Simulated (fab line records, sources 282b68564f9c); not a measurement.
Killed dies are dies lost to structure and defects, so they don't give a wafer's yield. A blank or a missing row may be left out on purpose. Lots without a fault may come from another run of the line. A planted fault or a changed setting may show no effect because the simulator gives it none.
One fault seen from 2 desks | flow rit_cmos | each desk has only its own numbers; what lay behind them comes last

THE METROLOGY DESK
What the gauges read, lot by lot, whatever tool the lot ran on: means of the sampled wafers that have a number. A lot is out of limits, marked OUT, if its mean lies more than 4 standard deviations from the usual mean; the brackets give that distance.
Columns: A = NLDD_RS at RIT_SDANNEAL_RS_MEAS_07, usual 151.6 ohm/sq
lot  | first seen here | A
L909 | day 3 04:16     | 152.1
L910 | day 3 07:04     | 151.5
L911 | day 3 12:42     | 152.2
L912 | day 3 18:46     | 151.2
L913 | day 3 22:02     | 151.7
L914 | day 4 05:16     | 157.9 (+9.5) OUT
L915 | day 4 10:12     | 157.6 (+8.9) OUT
L916 | day 4 15:36     | 157.8 (+9.2) OUT
L922 | day 5 19:56     | 152.4
L923 | day 6 00:35     | 151.2
L924 | day 6 06:56     | 153.4
L925 | day 6 12:16     | 150.4
L928 | day 7 04:52     | 150.8
L930 | day 7 11:16     | 151.9
L931 | day 7 16:35     | 151.4
This desk's finding: out of limits on L914, L915, L916; first on L914, day 4 05:16 (NLDD_RS at RIT_SDANNEAL_RS_MEAS_07). In limits: L909, L910, L911, L912, L913, L922, L923, L924, L925, L928, L930, L931.

THE TOOL OWNER'S DESK: implanter-04
The tool's own readings at RIT_NLDD_IMPLANT_08: means of the sampled wafers that have a number, for each lot that ran on this tool. A lot is out of limits, marked OUT, if its mean lies more than 4 standard deviations from the usual mean; the brackets give that distance.
Columns: A = dose_ions_cm2 at RIT_NLDD_IMPLANT_08, usual 5e+14; B = faraday_current_uA at RIT_NLDD_IMPLANT_08, usual 1571; C = tilt_deg at RIT_NLDD_IMPLANT_08, usual 7.247 degrees
lot  | first seen here | A               | B    | C
L910 | day 2 22:52     | 5e+14           | 1579 | 7.247
L913 | day 3 13:42     | 5e+14           | 1556 | 7.237
L914 | day 3 20:22     | 5e+14 (-43) OUT | 1504 | 7.242
L915 | day 4 00:46     | 5e+14 (-43) OUT | 1470 | 7.257
L916 | day 4 04:59     | 5e+14 (-42) OUT | 1503 | 7.257
This desk's finding: out of limits on L914, L915, L916; first on L914, day 3 20:22 (dose_ions_cm2 at RIT_NLDD_IMPLANT_08). In limits: L910, L913.

PUT TOGETHER
The tool owner's desk could have raised an alarm at day 3 20:22, on L914, L915, L916.
The metrology desk could have raised an alarm at day 4 05:16, on L914, L915, L916.
Of the lots named, all ran RIT_NLDD_IMPLANT_08 on implanter-04.

WHAT THE SIMULATOR HAD PUT IN
Process parameter drift: implanter-04, from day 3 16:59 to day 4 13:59, at RIT_NLDD_IMPLANT_08. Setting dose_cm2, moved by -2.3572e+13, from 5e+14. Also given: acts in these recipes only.
Lots struck among those shown: L914, L915, L916.
Hours from the fault's start to each desk's first reading out of limits: the tool owner's desk, 3; the metrology desk, 12.
